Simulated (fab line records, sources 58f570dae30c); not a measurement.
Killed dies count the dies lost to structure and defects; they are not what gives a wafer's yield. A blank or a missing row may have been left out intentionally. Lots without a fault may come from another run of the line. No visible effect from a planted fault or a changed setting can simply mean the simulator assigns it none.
One fault seen from 2 desks + flow berkeley cmos170 + numbers are kept per desk, each desk with only its own; the story behind them comes last

## FOR THE TOOL OWNER'S DESK: rie metal-04
The tool's own readings at UCB170_M1_METAL_ETCH_12 (etches Al in Cl2/BCl3, stops on PSG, target depth 780 nm, time 130 s): means of the sampled wafers that have a number, for each lot that ran on this tool. Any lot whose mean is over 4 standard deviations away from the usual mean is out of limits and marked OUT; that distance is given in the brackets.
Columns: A = chamber pressure mTorr at UCB170_M1_METAL_ETCH_12, usual 12.003 mTorr; B = drypump motor current A at UCB170_M1_METAL_ETCH_12, usual 5.8 A; C = oes product au at UCB170_M1_METAL_ETCH_12, usual 0.856 a.u.; D = throttle valve pct at UCB170_M1_METAL_ETCH_12, usual 24.62 %
| lot  | first seen here | A      | B   | C     | D     |
|------|-----------------|--------|-----|-------|-------|
| L981 | day 6 16:44     | 11.997 | 6.0 | 0.841 | 24.55 |
| L985 | day 7 18:16     | 12.002 | 5.4 | 0.851 | 24.80 |
| L989 | day 8 07:35     | 12.012 | 5.7 | 0.852 | 24.67 |
| L990 | day 8 18:22     | 12.008 | 5.7 | 0.854 | 24.67 |
| L992 | day 9 12:41     | 11.995 | 5.1 | 0.860 | 24.92 |
| L994 | day 9 20:34     | 11.992 | 5.5 | 0.852 | 24.81 |
| L995 | day 10 03:41    | 11.997 | 5.7 | 0.842 | 24.68 |
| L997 | day 10 06:11    | 12.018 | 5.4 | 0.832 | 24.82 |
| L996 | day 10 14:22    | 12.003 | 5.4 | 0.821 | 24.81 |
This desk's finding: nothing out of limits on any of the 9 lots.

## AT THE METROLOGY DESK
Means of the sampled wafers that have a number, per lot and without regard to the tool the lot ran on: this is what the gauges read. Any lot whose mean is over 4 standard deviations away from the usual mean is out of limits and marked OUT; that distance is given in the brackets.
Columns: A = NLDD_TW at UCB170_NLDD_TW_MEAS_11, usual 2219; B = SILICIDE_TI_THK at UCB170_SILICIDE_THK_MEAS_03, usual 30.2 nm; C = cd nm at UCB170_M1_CD_MEAS_90, usual 699.9 nm
| lot  | first seen here | A    | B    | C     |
|------|-----------------|------|------|-------|
| L981 | day 5 21:55     | 2232 | 30.5 | 700.9 |
| L985 | day 6 23:32     | 2216 | 29.9 | 698.7 |
| L987 | day 7 09:59     | 2224 | 29.8 | 703.8 |
| L986 | day 7 12:34     | 2229 | 30.0 | 703.6 |
| L989 | day 7 15:12     | 2219 | 30.4 | 700.2 |
| L988 | day 7 15:24     | 2230 | 30.2 | 698.8 |
| L990 | day 7 21:44     | 2219 | 30.1 | 698.3 |
| L992 | day 8 18:08     | 2213 | 30.6 | 701.1 |
| L994 | day 9 01:05     | 2220 | 30.6 | 701.5 |
| L993 | day 9 01:29     | 2202 | 29.9 | 700.3 |
| L997 | day 9 09:41     | 2204 | 30.4 | 696.2 |
| L995 | day 9 10:05     | 2217 | 29.8 | 699.0 |
| L996 | day 9 21:11     | 2219 | 30.2 | 695.5 |
| L998 | day 10 11:22    | 2219 | 30.1 | 700.9 |
This desk's finding: nothing out of limits on any of the 14 lots.

## PUT TOGETHER
The desk of the tool owner found nothing out of limits.
The metrology desk saw nothing out of limits.

## WHAT THE SIMULATOR HAD PUT IN
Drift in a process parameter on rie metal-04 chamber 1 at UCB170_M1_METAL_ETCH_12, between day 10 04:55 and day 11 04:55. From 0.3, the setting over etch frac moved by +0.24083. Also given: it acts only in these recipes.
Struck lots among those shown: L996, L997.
